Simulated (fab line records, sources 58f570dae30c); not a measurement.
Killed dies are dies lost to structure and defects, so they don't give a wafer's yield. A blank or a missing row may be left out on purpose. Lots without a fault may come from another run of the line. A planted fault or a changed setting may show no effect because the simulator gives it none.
Problem report in the 8D (eight disciplines) form, filled by code | flow berkeley_cmos170 | the parts of the form that need people (team, actions taken, sign-off) are left out

1. THE PROBLEM
cd_nm at UCB170_M3_CD_MEAS_15 reads a mean of 711.7 nm on 6 wafers of 2 lots; wafers without a fault read 700.1 nm with a standard deviation of 1.4. That is +8.3 standard deviations from the usual mean.
The step: target cd 700 nm.
First seen on wafer L779.2, day 10 20:28, on cd_sem-02. The record holds 42 wafers of 14 lots with a number at this step. Rule for "out", or "out of limits": more than 4 standard deviations from the usual mean. The other wafers with a number count as sound.

2. WHAT IT IS AND WHAT IT IS NOT
question                    | is                     | is not
which readings at this step | cd_nm                  | -
which lots                  | L779, L783             | L764, L765, L766, L768, L770, L771, L772, L773, L775, L782, L784, L786
which wafers of those lots  | all that have a number | -
read on which gauges        | cd_sem-02              | cd_sem-01
when                        | from day 10 20:28      | up to then (27 sound wafers); but 9 sound wafers of L782, L784, L786 came after

3. SUSPECTS, AND WHAT RULES EACH OUT
Counting: a tool at a process step up to the reading stays a suspect if it ran every lot that is out and no sound lot after the first of them.
- the gauge at UCB170_M3_CD_MEAS_15: ruled out. All the wafers that are out were read on cd_sem-02, but those of them that UCB170_M3_SOFTBAKE_11 has rows for are out there too, on other tools.
- litho_track-04 at UCB170_M3_SOFTBAKE_11 (time 60 s): kept. It ran every lot that is out, first L779 (day 10 19:00), and no sound lot after that; its last sound lot up to then is L775 (day 10 01:00). Its own readings are out on those wafers: heater_power_total_W, plate_temp_C.
Left after counting: litho_track-04 at UCB170_M3_SOFTBAKE_11.

4. THE CAUSE (what the simulator had put in)
Process parameter drift: litho_track-04, from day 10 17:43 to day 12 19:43, at UCB170_M3_SOFTBAKE_11. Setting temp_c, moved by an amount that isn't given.
Counting left only this tool.

5. THE CHAIN OF EFFECTS, in route order
Each row: a reading whose mean over the struck wafers that have a number lies more than 3 standard deviations from the usual. Only readings for which the record gives a usual standard deviation are gone through. hours: the time from each lot's start at the first step in this table that gives one to its start at this step, as a median over the lots. sigmas: the change in usual standard deviations.
hours | step                  | reading              | usual    | on struck wafers | change | sigmas
0     | UCB170_M3_SOFTBAKE_11 | heater_power_total_W | 56.81 W  | 53.64            | -3.17  | -69
0     | UCB170_M3_SOFTBAKE_11 | plate_temp_C         | 129.99 C | 124.38           | -5.61  | -47
1     | UCB170_M3_CD_MEAS_15  | cd_nm                | 700.1 nm | 711.7            | +11.6  | +8.3
The process steps in it:
- UCB170_M3_SOFTBAKE_11: time 60 s.

6. WHAT WOULD HAVE CAUGHT IT SOONER
In this record the first reading out of limits at a measuring or inspecting step was taken at day 10 20:28, 3 hours after the fault began at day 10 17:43.
The tool's own readings at UCB170_M3_SOFTBAKE_11 were out on every struck wafer that the step has a row for (heater_power_total_W, plate_temp_C): an alarm limit on them would have fired on the first of those.
Of the lots that are out (2), L783 began UCB170_M3_SOFTBAKE_11 on litho_track-04 after day 10 20:28. A hold on the tool at that time would have spared it.
